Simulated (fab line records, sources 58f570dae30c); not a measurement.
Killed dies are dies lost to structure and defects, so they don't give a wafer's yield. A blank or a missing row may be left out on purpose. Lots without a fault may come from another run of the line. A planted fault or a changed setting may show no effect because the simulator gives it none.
fab line records | flow berkeley_cmos170
record lots=5 wafers=15 last_day=13
route steps=331 shown PVT@123 GATE@125 FIELD@126 PLDD@145 NLDD@158
lots that met no fault: from a run of the same line without faults
start_h: hours from the record's first day to the start of the lot's first wafer shown | wait_h: hours since the lot's step before | " the same as in the row above | L1.1+2: a row that stands for several wafers | - no value, or no start given | * or withheld: withheld | < > ~ a bound
route shown NAME@n: a module of which the file shows steps, and the number in the route of the first | usual: mean/standard deviation of fault-free wafers | same: alike in all rows | chamber/n: place in a boat | sites: the reading at each site | _std_site: their standard deviation | _edge_site: outer sites' mean less inner sites' | radius_mm: how far each site lies from the wafer's centre | mask NAME#n: copy n | behind: the tool/chamber that last shaped the wafer | hold: why the lot was held/for how many hours/how that ended | device: the transistor (n, p or np) that didn't switch | end of line: the same wafers' tests at the end of the route | a step without rows: its recipe alone | killed: dies lost to structure and defects at the first sort, not the wafer's yield | map: a wafer's dies, x killed, . not, _ none there
set.NAME: the setting as run; set.NAME@STEP: as run at that earlier step | model.NAME: the simulator's own value behind a step, which no gauge read
lots at some steps of the route; a table a step, a row a wafer
services: from which hour (start_h, from the record's first day; less than 0 if before it) a tool's chamber was out of use, for how many hours, and why
## steps
# step UCB170_PVT_STRIP_08
# recipe chemistry=O2 power_w=400 pressure_mtorr=3500 platen_temp_c=withheld o2_flow_sccm=400 overash_fraction=0.5
# usual chamber_pressure_mTorr=3500/3.5 drypump_motor_current_A=5.8/0.56 o2_flow_sccm=400.0/1.2 oes_product_au=0.734/0.0048 strip_time_to_endpoint_s=21.66/0.069
# columns lot.wafer tool chamber start_h wait_h chamber_pressure_mTorr drypump_motor_current_A o2_flow_sccm oes_product_au rf_hours_counter_h strip_time_to_endpoint_s
L076.2 plasma_asher-04 0 154.75 0.1 3502 4.9 399.2 0.739 40 21.67
L076.5 " 1 " " 3502 5.4 399.9 0.734 - 21.71
L076.6 " 0 " " 3496 4.9 399.4 0.736 - 21.64
L085.1 plasma_asher-02 0 198.45 0.1 3505 6.1 402.1 0.729 39 21.56
L085.2 " 1 " " 3499 6.6 398.6 0.728 39 21.71
L085.3 " 0 " " 3502 6.2 400.7 0.739 - 21.60
L091.1 plasma_asher-01 1 233.53 0.1 3501 5.3 398.6 0.743 13 21.65
L091.4 " 0 " " 3497 5.7 402.1 0.732 - 21.65
L091.5 " 0 " " 3499 5.7 401.9 0.734 - 21.68
L095.1 plasma_asher-01 1 244.35 0.1 3503 5.3 399.0 0.741 14 21.59
L095.3 " 1 " " 3491 5.3 401.1 0.746 - 21.65
L095.4 " 0 " " 3504 5.7 397.4 0.739 - 21.63
L094.2 plasma_asher-04 0 244.73 0.1 3499 4.9 399.6 0.739 50 21.59
L094.5 " 1 " " 3499 5.4 399.3 0.730 - 21.61
L094.6 " 0 " " 3500 4.9 398.1 0.738 - 21.63
# step UCB170_PVT_TW_MEAS_09
# usual PVT_TW=509/7.8
# columns lot.wafer tool chamber start_h wait_h PVT_TW
L076.2 film_metro-02 - 154.86 0.1 503
L076.5 " - " " 503
L076.6 " - " " 500
L085.1 film_metro-01 - 198.55 0.1 513
L085.2 " - " " 509
L085.3 " - " " 515
L091.1 film_metro-02 - 233.63 0.1 497
L091.4 " - " " 498
L091.5 " - " " 494
L095.1 film_metro-01 - 244.45 0.1 514
L095.3 " - " " 512
L095.4 " - " " 514
L094.2 film_metro-01 - 244.84 0.1 513
L094.5 " - " " 511
L094.6 " - " " 511
# step UCB170_GATE_WET_ETCH_00
# recipe chemistry=dHF dilution=25:1 target=SiO2 temp_c=25 time_s=200
# columns lot.wafer tool chamber start_h wait_h
L076.2+5+6 wet_bench-01 2 155.18 0.3
L085.1+2+3 wet_bench-01 0 198.61 0.1
L091.1+4+5 wet_bench-02 3 236.92 3.3
L094.2+5+6 wet_bench-01 1 245.10 0.3
L095.1+3+4 wet_bench-01 0 245.10 0.6
# step UCB170_FIELD_THK_MEAS_91
# recipe reads=SiO2_of_FIELD_OXIDATION_01
# usual FIELD_OXIDE_LEFT_2_THK=350/8.8
# columns lot.wafer tool chamber start_h wait_h FIELD_OXIDE_LEFT_2_THK[nm]
L076.2 film_metro-04 - 155.25 0.0 356
L076.5 " - " " 358
L076.6 " - " " 365
L085.1 film_metro-02 - 198.67 0.0 333
L085.2 " - " " 329
L085.3 " - " " 327
L091.1 film_metro-01 - 236.98 0.0 357
L091.4 " - " " 359
L091.5 " - " " 363
L095.1 film_metro-01 - 245.17 0.0 360
L095.3 " - " " 353
L095.4 " - " " 352
L094.2 film_metro-04 - 245.18 0.0 353
L094.5 " - " " 361
L094.6 " - " " 358
# step UCB170_GATE_OXIDATION_01
# recipe temp_c=850 ambient=O2 target_thk_a=66 ox_time_s=1800
# columns lot.wafer tool chamber start_h wait_h
L076.2+5+6 furnace-04 0 162.44 7.2
L085.1+2+3 furnace-04 0 199.74 1.1
L091.1+4+5 furnace-04 0 237.46 0.5
L094.2+5+6 furnace-01 0 248.75 3.6
L095.1+3+4 furnace-01 0 248.75 3.6
# step UCB170_GATE_THK_MEAS_02
# recipe reads=SiO2_of_GATE_OXIDATION_01
# usual GATE_OXIDE_THK=6.60/0.13
# columns lot.wafer tool chamber start_h wait_h GATE_OXIDE_THK[nm]
L076.2 film_metro-02 - 163.95 0.0 6.42
L076.5 " - " " 6.41
L076.6 " - " " 6.49
L085.1 film_metro-01 - 201.30 0.1 6.35
L085.2 " - " " 6.45
L085.3 " - " " 6.51
L091.1 film_metro-02 - 238.96 0.0 6.66
L091.4 " - " " 6.61
L091.5 " - " " 6.61
L095.1 film_metro-01 - 250.25 0.0 6.80
L095.3 " - " " 6.86
L095.4 " - " " 6.90
L094.2 film_metro-01 - 250.32 0.1 6.64
L094.5 " - " " 6.53
L094.6 " - " " 6.59
# step UCB170_GATE_ANNEAL_03
# recipe temp_c=900 time_s=1800 ambient=N2
# columns lot.wafer tool chamber start_h wait_h
L076.2+5+6 furnace-01 0 168.38 4.4
L085.1+2+3 furnace-02 0 201.40 0.1
L091.1+4+5 furnace-02 0 242.79 3.8
L094.2+5+6 furnace-01 0 256.67 6.3
L095.1+3+4 furnace-01 0 256.67 6.4
# step UCB170_GATE_CVD_04
# recipe material=poly-Si temp_c=610 precursor=SiH4 time_s=1440 pressure_mtorr=387.1 target_thk_nm=214 sih4_flow_sccm=120
# columns lot.wafer tool chamber start_h wait_h
L076.2+5+6 lpcvd-02 0 172.48 2.6
L085.1+2+3 lpcvd-02 0 204.22 1.3
L091.1+4+5 lpcvd-02 0 244.29 0.0
L094.2+5+6 lpcvd-02 0 259.07 0.9
L095.1+3+4 lpcvd-02 1 259.07 0.9
# step UCB170_GATE_THK_MEAS_05
# recipe reads=poly-Si_of_GATE_CVD_04
# usual GATE_POLY_THK=217.8/1.7
# columns lot.wafer tool chamber start_h wait_h GATE_POLY_THK[nm]
L076.2 film_metro-02 - 173.89 0.0 218.0
L076.5 " - " " 216.1
L076.6 " - " " 217.2
L085.1 film_metro-02 - 205.63 0.0 218.8
L085.2 " - " " 217.5
L085.3 " - " " 217.9
L091.1 film_metro-01 - 245.69 0.0 214.8
L091.4 " - " " 217.0
L091.5 " - " " 216.0
L095.1 film_metro-03 - 260.47 0.0 220.1
L095.3 " - " " 221.3
L095.4 " - " " 219.9
L094.2 film_metro-02 - 260.48 0.0 218.3
L094.5 " - " " 217.6
L094.6 " - " " 216.7
# step UCB170_GATE_COAT_06
# recipe resist=BARC temp_c=withheld time_s=withheld spin_rpm=3000 resist_thk_nm=withheld
# columns lot.wafer tool chamber start_h wait_h
L076.2+5+6 litho_track-04 0 174.19 0.3
L085.1+2+3 litho_track-04 0 205.97 0.3
L091.1+4+5 litho_track-04 0 246.48 0.8
L095.1+3+4 litho_track-04 0 260.53 0.1
L094.2+5+6 litho_track-03 0 260.56 0.1
# step UCB170_GATE_COAT_07
# recipe resist=KrF spin_rpm=1500 resist_thk_nm=900
# columns lot.wafer tool chamber start_h wait_h
L076.2+5+6 litho_track-04 0 - -
L085.1+2+3 litho_track-04 0 - -
L091.1+4+5 litho_track-04 0 - -
L095.1+3+4 litho_track-04 0 - -
L094.2+5+6 litho_track-03 0 - -
# step UCB170_GATE_SOFTBAKE_08
# recipe resist=KrF temp_c=130 time_s=60
# columns lot.wafer tool chamber start_h wait_h
L076.2+5+6 litho_track-04 0 - -
L085.1+2+3 litho_track-04 0 - -
L091.1+4+5 litho_track-04 0 - -
L095.1+3+4 litho_track-04 0 - -
L094.2+5+6 litho_track-03 0 - -
# step UCB170_GATE_EXPOSE_09
# recipe mask_id=POLY target_cd_nm=350 na=0.5 sigma_outer=0.6 source_shape=conventional dose_mj=21
# columns lot.wafer tool chamber start_h wait_h mask
L076.2+5+6 krf_scanner-02 0 174.76 - POLY#0
L085.1+2+3 krf_scanner-01 0 206.55 - POLY#0
L091.1+4+5 krf_scanner-01 0 247.06 - POLY#0
L095.1+3+4 krf_scanner-02 0 261.20 - POLY#0
L094.2+5+6 krf_scanner-01 0 261.57 - POLY#0
# step UCB170_GATE_PEB_10
# recipe peb_temp_c=130 peb_time_s=withheld resist=KrF
# columns lot.wafer tool chamber start_h wait_h
L076.2+5+6 litho_track-03 0 174.88 0.1
L085.1+2+3 litho_track-04 0 207.15 0.6
L091.1+4+5 litho_track-03 0 247.24 0.2
L095.1+3+4 litho_track-03 0 261.71 0.5
L094.2+5+6 litho_track-04 0 261.91 0.3
# step UCB170_GATE_DEVELOP_11
# recipe developer=TMAH develop_time_s=45 resist=KrF dev_temp_c=21
# columns lot.wafer tool chamber start_h wait_h
L076.2+5+6 litho_track-03 0 - -
L085.1+2+3 litho_track-04 0 - -
L091.1+4+5 litho_track-03 0 - -
L095.1+3+4 litho_track-03 0 - -
L094.2+5+6 litho_track-04 0 - -
# step UCB170_GATE_CD_MEAS_12
# recipe target_cd_nm=350
# usual cd_nm=350.1/1.5
# columns lot.wafer tool chamber start_h wait_h cd_nm
L076.2 cd_sem-02 - 175.15 - 350.4
L076.5 " - " " 350.3
L076.6 " - " " 349.3
L085.1 cd_sem-02 - 207.43 - 349.6
L085.2 " - " " 350.0
L085.3 " - " " 350.1
L091.1 cd_sem-01 - 247.51 - 347.8
L091.4 " - " " 347.1
L091.5 " - " " 348.7
L095.1 cd_sem-01 - 261.98 - 348.8
L095.3 " - " " 350.1
L095.4 " - " " 350.2
L094.2 cd_sem-01 - 262.24 - 352.4
L094.5 " - " " 350.8
L094.6 " - " " 350.2
# step UCB170_GATE_OVL_MEAS_13
# usual GATE_OVL=0/5.1
# columns lot.wafer tool chamber start_h wait_h GATE_OVL[nm]
L076.2 overlay-02 - 175.26 0.1 0
L076.5 " - " " -5
L076.6 " - " " -2
L085.1 overlay-02 - 207.55 0.1 0
L085.2 " - " " 4
L085.3 " - " " 2
L091.1 overlay-02 - 247.63 0.1 2
L091.4 " - " " 2
L091.5 " - " " 6
L095.1 overlay-02 - 262.10 0.1 7
L095.3 " - " " -4
L095.4 " - " " 3
L094.2 overlay-01 - 262.35 0.1 1
L094.5 " - " " 1
L094.6 " - " " -1
# step UCB170_GATE_ETCH_14
# recipe chemistry=N2/H2 target_depth_a=withheld overetch_a=withheld target=BARC time_s=withheld source_w=500 bias_w=100 pressure_mtorr=30 n2_flow_sccm=100 h2_flow_sccm=200
# usual chamber_pressure_mTorr=29.999/0.029 drypump_motor_current_A=5.8/0.61 oes_product_au=1.012/0.02 throttle_valve_pct=13.30/0.19
# columns lot.wafer tool chamber start_h wait_h chamber_pressure_mTorr drypump_motor_current_A oes_product_au throttle_valve_pct
L076.2 rie_diel-03 3 175.29 0.0 30.012 6.3 1.003 13.23
L076.5 " 2 " " 30.041 6.4 1.032 13.22
L076.6 " 1 " " 29.946 6.2 1.006 13.09
L085.1 rie_diel-03 2 207.59 0.0 29.952 6.4 1.028 13.21
L085.2 " 0 " " 29.951 6.4 0.987 13.59
L085.3 " 1 " " 30.013 6.2 1.009 13.10
L091.1 rie_diel-01 2 247.67 0.0 29.996 4.9 0.987 13.49
L091.4 " 3 " " 29.983 5.7 1.010 13.48
L091.5 " 1 " " 30.019 5.2 1.002 13.37
L095.1 rie_diel-02 3 262.14 0.0 29.958 5.7 1.048 13.52
L095.3 " 2 " " 30.016 4.7 1.019 13.01
L095.4 " 0 " " 30.021 6.2 1.034 13.06
L094.2 rie_diel-03 2 262.38 0.0 30.020 6.4 1.029 13.22
L094.5 " 2 " " 30.016 6.4 1.036 13.23
L094.6 " 0 " " 29.986 6.4 0.986 13.60
# step UCB170_GATE_ETCH_15
# recipe chemistry=HBr/Cl2 target=poly-Si stop_on=SiO2 over_etch_frac=0.3 icp_w=300 bias_w=150 time_s=56.3 pressure_mtorr=15 HBr_flow_sccm=150 Cl2_flow_sccm=50 target_depth_a=2782
# usual chamber_pressure_mTorr=15.000/0.013 drypump_motor_current_A=5.5/0.36 oes_product_au=0.839/0.013 throttle_valve_pct=26.53/0.13
# columns lot.wafer tool chamber start_h wait_h chamber_pressure_mTorr drypump_motor_current_A oes_product_au rf_hours_counter_h throttle_valve_pct
L076.2 rie_si-01 3 175.33 - 15.005 6.1 0.833 25 26.67
L076.5 " 1 " " 14.996 5.3 0.849 - 26.48
L076.6 " 2 " " 15.003 5.3 0.848 - 26.61
L085.1 rie_si-01 0 207.63 - 15.014 4.9 0.840 0 26.51
L085.2 " 2 " " 14.988 5.3 0.846 2 26.62
L085.3 " 3 " " 15.005 6.1 0.842 25 26.65
L091.1 rie_si-01 3 247.71 - 14.995 6.0 0.836 25 26.66
L091.4 " 2 " " 14.994 5.3 0.846 2 26.60
L091.5 " 0 " " 15.004 4.9 0.826 - 26.48
L095.1 rie_si-02 3 262.18 - 15.007 5.8 0.850 80 26.50
L095.3 " 0 " " 15.007 5.2 0.830 2 26.37
L095.4 " 2 " " 15.001 5.8 0.855 0 26.36
L094.2 rie_si-01 2 262.42 - 14.982 5.3 0.848 2 26.61
L094.5 " 3 " " 15.014 6.0 0.850 - 26.67
L094.6 " 0 " " 14.992 4.9 0.819 - 26.51
# step UCB170_GATE_STRIP_16
# recipe chemistry=O2 power_w=400 pressure_mtorr=3500 platen_temp_c=withheld o2_flow_sccm=400 overash_fraction=0.5
# usual chamber_pressure_mTorr=3500.2/2.9 drypump_motor_current_A=5.3/0.42 o2_flow_sccm=399.9/1.3 oes_product_au=0.724/0.0046
# columns lot.wafer tool chamber start_h wait_h chamber_pressure_mTorr drypump_motor_current_A o2_flow_sccm oes_product_au rf_hours_counter_h
L076.2 plasma_asher-03 1 175.38 0.0 3498.1 4.7 400.0 0.725 45
L076.5 " 0 " " 3500.0 6.0 400.0 0.725 -
L076.6 " 1 " " 3497.6 4.7 398.4 0.713 -
L085.1 plasma_asher-03 1 207.68 0.0 3499.5 4.7 400.5 0.731 48
L085.2 " 0 " " 3503.8 6.0 397.6 0.725 48
L085.3 " 1 " " 3496.3 4.6 400.4 0.720 -
L091.1 plasma_asher-04 1 247.76 0.0 3499.3 5.4 400.1 0.731 50
L091.4 " 1 " " 3497.0 5.4 400.5 0.729 -
L091.5 " 0 " " 3502.8 4.9 400.5 0.731 -
L095.1 plasma_asher-03 0 262.23 0.0 3504.7 6.0 398.2 0.719 54
L095.3 " 1 " " 3501.0 4.7 399.5 0.724 -
L095.4 " 0 " " 3502.5 6.0 400.4 0.722 -
L094.2 plasma_asher-01 1 262.47 0.0 3503.1 5.2 399.9 0.716 16
L094.5 " 0 " " 3500.9 5.7 399.3 0.721 -
L094.6 " 1 " " 3500.3 5.3 401.6 0.721 -
# step UCB170_GATE_CD_MEAS_90
# recipe target_cd_nm=350
# usual cd_nm=350.1/1.5
# columns lot.wafer tool chamber start_h wait_h cd_nm
L076.2 cd_sem-01 - 175.51 0.1 350.8
L076.5 " - " " 350.3
L076.6 " - " " 349.7
L085.1 cd_sem-02 - 207.94 0.2 349.8
L085.2 " - " " 350.8
L085.3 " - " " 351.2
L091.1 cd_sem-01 - 247.91 0.1 347.5
L091.4 " - " " 347.4
L091.5 " - " " 348.4
L095.1 cd_sem-01 - 262.34 0.1 349.3
L095.3 " - " " 350.1
L095.4 " - " " 351.4
L094.2 cd_sem-01 - 262.66 0.2 352.0
L094.5 " - " " 350.7
L094.6 " - " " 350.8
# step UCB170_GATE_CLEAN_17
# recipe chemistry=SPM temp_c=120 time_s=600
# columns lot.wafer tool chamber start_h wait_h
L076.2+5+6 wet_bench-01 3 175.61 0.1
L085.1+2+3 wet_bench-03 2 208.06 0.1
L091.1+4+5 wet_bench-01 1 248.17 0.2
L095.1+3+4 wet_bench-03 1 262.46 0.1
L094.2+5+6 wet_bench-03 1 262.76 0.1
# step UCB170_PLDD_HMDS_00
# recipe prime_time_s=60 prime_temp_c=100
# columns lot.wafer tool chamber start_h wait_h
L076.2+5+6 litho_track-02 0 175.82 0.0
L085.1+2+3 litho_track-01 0 208.48 0.2
L091.1+4+5 litho_track-01 0 248.61 0.3
L095.1+3+4 litho_track-02 0 262.64 0.0
L094.2+5+6 litho_track-02 0 263.11 0.2
# step UCB170_PLDD_COAT_01
# recipe resist=KrF spin_rpm=1500 resist_thk_nm=900
# columns lot.wafer tool chamber start_h wait_h
L076.2+5+6 litho_track-02 0 175.97 0.1
L085.1+2+3 litho_track-01 0 208.63 0.1
L091.1+4+5 litho_track-01 0 248.76 0.1
L095.1+3+4 litho_track-02 0 262.79 0.1
L094.2+5+6 litho_track-02 0 263.26 0.1
# step UCB170_PLDD_SOFTBAKE_02
# recipe resist=KrF temp_c=130 time_s=60
# columns lot.wafer tool chamber start_h wait_h
L076.2+5+6 litho_track-02 0 176.12 0.1
L085.1+2+3 litho_track-01 0 208.78 0.1
L091.1+4+5 litho_track-01 0 248.91 0.1
L095.1+3+4 litho_track-02 0 262.94 0.1
L094.2+5+6 litho_track-02 0 263.41 0.1
# step UCB170_PLDD_EXPOSE_03
# recipe mask_id=PSELECT na=0.5 sigma_outer=0.6 source_shape=conventional target_cd_nm=1200 dose_mj=30
# columns lot.wafer tool chamber start_h wait_h mask
L076.2+5+6 krf_scanner-02 0 176.36 0.2 PSELECT#0
L085.1+2+3 krf_scanner-01 0 209.05 0.2 PSELECT#0
L091.1+4+5 krf_scanner-02 0 249.29 0.4 PSELECT#0
L095.1+3+4 krf_scanner-01 0 263.32 0.4 PSELECT#0
L094.2+5+6 krf_scanner-01 0 263.81 0.4 PSELECT#0
# step UCB170_PLDD_PEB_04
# recipe peb_temp_c=130 peb_time_s=withheld resist=KrF
# columns lot.wafer tool chamber start_h wait_h
L076.2+5+6 litho_track-02 0 177.00 0.6
L085.1+2+3 litho_track-01 0 209.38 0.3
L091.1+4+5 litho_track-04 0 249.83 0.5
L095.1+3+4 litho_track-02 0 264.09 0.7
L094.2+5+6 litho_track-02 0 264.39 0.6
# step UCB170_PLDD_DEVELOP_05
# recipe developer=TMAH develop_time_s=45 resist=KrF dev_temp_c=21
# columns lot.wafer tool chamber start_h wait_h
L076.2+5+6 litho_track-02 0 - -
L085.1+2+3 litho_track-01 0 - -
L091.1+4+5 litho_track-04 0 - -
L095.1+3+4 litho_track-02 0 - -
L094.2+5+6 litho_track-02 0 - -
# step UCB170_PLDD_CD_MEAS_06
# recipe target_cd_nm=1200
# usual cd_nm=1200.1/1.6
# columns lot.wafer tool chamber start_h wait_h cd_nm
L076.2 cd_sem-02 - 177.27 - 1199.6
L076.5 " - " " 1199.0
L076.6 " - " " 1198.5
L085.1 cd_sem-02 - 209.93 - 1200.0
L085.2 " - " " 1200.8
L085.3 " - " " 1200.6
L091.1 cd_sem-01 - 250.11 - 1202.3
L091.4 " - " " 1201.6
L091.5 " - " " 1203.4
L095.1 cd_sem-02 - 264.36 - 1201.3
L095.3 " - " " 1201.1
L095.4 " - " " 1200.5
L094.2 cd_sem-01 - 264.66 - 1200.6
L094.5 " - " " 1201.0
L094.6 " - " " 1199.8
# step UCB170_PLDD_OVL_MEAS_07
# usual PLDD_OVL=4/5.9
# columns lot.wafer tool chamber start_h wait_h PLDD_OVL[nm]
L076.2 overlay-02 - 177.37 0.1 -2
L076.5 " - " " -1
L076.6 " - " " -5
L085.1 overlay-02 - 210.05 0.1 10
L085.2 " - " " 11
L085.3 " - " " 10
L091.1 overlay-01 - 250.23 0.1 -6
L091.4 " - " " -2
L091.5 " - " " -6
L095.1 overlay-01 - 264.48 0.1 4
L095.3 " - " " 5
L095.4 " - " " 2
L094.2 overlay-02 - 264.76 0.1 11
L094.5 " - " " 9
L094.6 " - " " 18
# step UCB170_PLDD_IMPLANT_08
# recipe species=BF2 dose_cm2=5e+13 energy_kev=10 tilt_deg=7 rotation_deg=0
# usual faraday_current_uA=159/3.4
# columns lot.wafer tool chamber start_h wait_h faraday_current_uA
L076.2 implanter-01 0 177.43 0.0 161
L076.5 " 0 " " 152
L076.6 " 0 " " 155
L085.1 implanter-04 0 210.08 0.0 161
L085.2 " 0 " " 154
L085.3 " 0 " " 155
L091.1 implanter-03 0 250.27 0.0 164
L091.4 " 0 " " 157
L091.5 " 0 " " 160
L095.1 implanter-01 0 264.52 0.0 155
L095.3 " 0 " " 157
L095.4 " 0 " " 160
L094.2 implanter-01 0 264.84 0.1 153
L094.5 " 0 " " 155
L094.6 " 0 " " 160
# step UCB170_PLDD_IMPLANT_09
# recipe species=BF2 dose_cm2=5e+13 energy_kev=10 tilt_deg=7 rotation_deg=180
# usual faraday_current_uA=158/3.3
# columns lot.wafer tool chamber start_h wait_h faraday_current_uA
L076.2 implanter-01 0 177.58 0.1 161
L076.5 " 0 " " 161
L076.6 " 0 " " 159
L085.1 implanter-04 0 210.23 0.1 159
L085.2 " 0 " " 156
L085.3 " 0 " " 157
L091.1 implanter-03 0 250.42 0.1 159
L091.4 " 0 " " 153
L091.5 " 0 " " 159
L095.1 implanter-01 0 264.67 0.1 150
L095.3 " 0 " " 157
L095.4 " 0 " " 157
L094.2 implanter-01 0 264.99 0.1 160
L094.5 " 0 " " 156
L094.6 " 0 " " 159
# step UCB170_PLDD_STRIP_10
# recipe chemistry=O2 power_w=400 pressure_mtorr=3500 platen_temp_c=withheld o2_flow_sccm=400 overash_fraction=0.5
# usual chamber_pressure_mTorr=3500/3.2 drypump_motor_current_A=5.8/0.68 o2_flow_sccm=399.9/1.1 oes_product_au=0.735/0.0051 strip_time_to_endpoint_s=21.68/0.071
# columns lot.wafer tool chamber start_h wait_h chamber_pressure_mTorr drypump_motor_current_A o2_flow_sccm oes_product_au rf_hours_counter_h strip_time_to_endpoint_s
L076.2 plasma_asher-03 1 177.70 0.1 3498 4.7 400.9 0.734 45 21.63
L076.5 " 0 " " 3499 6.0 401.8 0.734 - 21.67
L076.6 " 1 " " 3493 4.6 399.4 0.746 - 21.65
L085.1 plasma_asher-01 0 210.38 0.1 3504 5.7 398.7 0.728 11 21.65
L085.2 " 1 " " 3500 5.2 400.6 0.730 11 21.67
L085.3 " 1 " " 3499 5.2 400.5 0.735 - 21.66
L091.1 plasma_asher-02 0 250.57 0.1 3495 6.1 401.0 0.727 45 21.69
L091.4 " 1 " " 3505 6.5 400.4 0.740 - 21.64
L091.5 " 1 " " 3499 6.6 399.4 0.747 - 21.75
L095.1 plasma_asher-02 0 264.82 0.1 3500 6.2 398.3 0.737 46 21.71
L095.3 " 1 " " 3498 6.6 399.8 0.739 - 21.65
L095.4 " 0 " " 3498 6.2 399.2 0.737 - 21.68
L094.2 plasma_asher-02 0 265.12 0.1 3502 6.2 397.9 0.734 46 21.79
L094.5 " 1 " " 3497 6.6 399.3 0.731 - 21.76
L094.6 " 0 " " 3497 6.1 400.4 0.736 - 21.77
# step UCB170_PLDD_TW_MEAS_11
# usual PLDD_TW=1004/15
# columns lot.wafer tool chamber start_h wait_h PLDD_TW
L076.2 film_metro-03 - 177.81 0.1 1005
L076.5 " - " " 1001
L076.6 " - " " 1005
L085.1 film_metro-02 - 210.48 0.1 987
L085.2 " - " " 990
L085.3 " - " " 990
L091.1 film_metro-03 - 250.67 0.1 999
L091.4 " - " " 1005
L091.5 " - " " 1006
L095.1 film_metro-02 - 264.92 0.1 1001
L095.3 " - " " 998
L095.4 " - " " 996
L094.2 film_metro-02 - 265.23 0.1 1004
L094.5 " - " " 1002
L094.6 " - " " 1004
# step UCB170_PLDD_CLEAN_12
# recipe chemistry=SPM temp_c=120 time_s=600
# columns lot.wafer tool chamber start_h wait_h
L076.2+5+6 wet_bench-01 0 177.86 0.0
L085.1+2+3 wet_bench-01 0 210.94 0.4
L091.1+4+5 wet_bench-04 3 250.73 0.1
L095.1+3+4 wet_bench-01 0 265.06 0.1
L094.2+5+6 wet_bench-01 3 265.43 0.2
# step UCB170_NLDD_HMDS_00
# recipe prime_time_s=60 prime_temp_c=100
# columns lot.wafer tool chamber start_h wait_h
L076.2+5+6 litho_track-03 0 178.08 0.0
L085.1+2+3 litho_track-02 0 211.12 0.0
L091.1+4+5 litho_track-03 0 250.90 0.0
L095.1+3+4 litho_track-03 0 265.23 0.0
L094.2+5+6 litho_track-04 0 266.28 0.7
# step UCB170_NLDD_COAT_01
# recipe resist=KrF spin_rpm=1500 resist_thk_nm=909
# columns lot.wafer tool chamber start_h wait_h
L076.2+5+6 litho_track-03 0 178.23 0.1
L085.1+2+3 litho_track-02 0 211.27 0.1
L091.1+4+5 litho_track-03 0 251.05 0.1
L095.1+3+4 litho_track-03 0 265.38 0.1
L094.2+5+6 litho_track-04 0 266.43 0.1
# step UCB170_NLDD_SOFTBAKE_02
# recipe resist=KrF temp_c=130 time_s=60
# columns lot.wafer tool chamber start_h wait_h
L076.2+5+6 litho_track-03 0 178.38 0.1
L085.1+2+3 litho_track-02 0 211.42 0.1
L091.1+4+5 litho_track-03 0 251.20 0.1
L095.1+3+4 litho_track-03 0 265.53 0.1
L094.2+5+6 litho_track-04 0 266.58 0.1
# step UCB170_NLDD_EXPOSE_03
# recipe mask_id=NSELECT na=0.5 sigma_outer=0.6 source_shape=conventional target_cd_nm=1200 dose_mj=30
# columns lot.wafer tool chamber start_h wait_h mask
L076.2+5+6 krf_scanner-01 0 178.52 0.1 NSELECT#0
L085.1+2+3 krf_scanner-01 0 211.81 0.4 NSELECT#0
L091.1+4+5 krf_scanner-01 0 251.51 0.3 NSELECT#0
L095.1+3+4 krf_scanner-02 0 265.81 0.2 NSELECT#0
L094.2+5+6 krf_scanner-01 0 266.85 0.2 NSELECT#0
# step UCB170_NLDD_PEB_04
# recipe peb_temp_c=130 peb_time_s=withheld resist=KrF
# columns lot.wafer tool chamber start_h wait_h
L076.2+5+6 litho_track-04 0 178.88 0.3
L085.1+2+3 litho_track-02 0 212.02 0.2
L091.1+4+5 litho_track-04 0 251.63 0.1
L095.1+3+4 litho_track-02 0 266.36 0.5
L094.2+5+6 litho_track-04 0 266.97 0.1
# step UCB170_NLDD_DEVELOP_05
# recipe developer=TMAH develop_time_s=45 resist=KrF dev_temp_c=21
# columns lot.wafer tool chamber start_h wait_h
L076.2+5+6 litho_track-04 0 - -
L085.1+2+3 litho_track-02 0 - -
L091.1+4+5 litho_track-04 0 - -
L095.1+3+4 litho_track-02 0 - -
L094.2+5+6 litho_track-04 0 - -
# step UCB170_NLDD_CD_MEAS_06
# recipe target_cd_nm=1200
# usual cd_nm=1199.9/1.6
# columns lot.wafer tool chamber start_h wait_h cd_nm
L076.2 cd_sem-01 - 179.15 - 1201.1
L076.5 " - " " 1200.0
L076.6 " - " " 1201.3
L085.1 cd_sem-01 - 212.41 - 1198.9
L085.2 " - " " 1198.7
L085.3 " - " " 1199.2
L091.1 cd_sem-02 - 251.90 - 1199.0
L091.4 " - " " 1199.0
L091.5 " - " " 1200.2
L095.1 cd_sem-02 - 266.64 - 1199.2
L095.3 " - " " 1196.8
L095.4 " - " " 1197.0
L094.2 cd_sem-01 - 267.24 - 1201.2
L094.5 " - " " 1200.4
L094.6 " - " " 1202.4
# step UCB170_NLDD_OVL_MEAS_07
# usual NLDD_OVL=2/6.2
# columns lot.wafer tool chamber start_h wait_h NLDD_OVL[nm]
L076.2 overlay-02 - 179.26 0.1 10
L076.5 " - " " 10
L076.6 " - " " 11
L085.1 overlay-02 - 212.53 0.1 6
L085.2 " - " " 12
L085.3 " - " " 7
L091.1 overlay-01 - 252.02 0.1 19
L091.4 " - " " -1
L091.5 " - " " 18
L095.1 overlay-02 - 266.76 0.1 -2
L095.3 " - " " -1
L095.4 " - " " -1
L094.2 overlay-02 - 267.35 0.1 10
L094.5 " - " " 7
L094.6 " - " " 6
# step UCB170_NLDD_IMPLANT_08
# recipe species=As dose_cm2=5e+13 energy_kev=30 tilt_deg=7 rotation_deg=0
# usual faraday_current_uA=159/3.2
# columns lot.wafer tool chamber start_h wait_h faraday_current_uA
L076.2 implanter-02 0 179.31 0.0 156
L076.5 " 0 " " 164
L076.6 " 0 " " 159
L085.1 implanter-01 0 212.57 0.0 157
L085.2 " 0 " " 160
L085.3 " 0 " " 163
L091.1 implanter-01 0 252.06 0.0 162
L091.4 " 0 " " 162
L091.5 " 0 " " 164
L095.1 implanter-03 0 266.79 0.0 160
L095.3 " 0 " " 159
L095.4 " 0 " " 163
L094.2 implanter-02 0 267.41 0.0 158
L094.5 " 0 " " 163
L094.6 " 0 " " 162
## services
# columns tool chamber start_h hours kind
plasma_asher-04 - 132.59 3.6 repair
implanter-04 - 133.53 2.0 repair
krf_scanner-01 - 134.14 0.8 pm
implanter-02 - 135.05 1.7 repair
rie_diel-02 1 136.08 7.0 repair
krf_scanner-02 - 153.62 1.3 pm
plasma_asher-04 - 173.59 2.8 repair
krf_scanner-01 - 175.32 1.3 pm
rie_si-01 1 180.76 5.1 repair
implanter-01 - 188.04 4.6 pm
furnace-01 - 190.34 12.8 repair
implanter-02 - 192.99 2.3 repair
rie_diel-03 3 201.23 7.4 repair
implanter-02 - 215.42 0.5 repair
implanter-02 - 226.81 4.3 repair
krf_scanner-01 - 234.55 0.1 repair
krf_scanner-01 - 237.08 3.1 repair
rie_diel-03 2 240.98 5.3 repair
implanter-04 - 243.34 3.8 repair
rie_diel-03 1 245.03 21.2 repair
krf_scanner-01 - 249.51 1.3 repair
krf_scanner-02 - 253.73 1.0 pm
rie_si-01 1 255.85 13.6 repair
krf_scanner-02 - 262.93 2.7 repair
## key
fault none
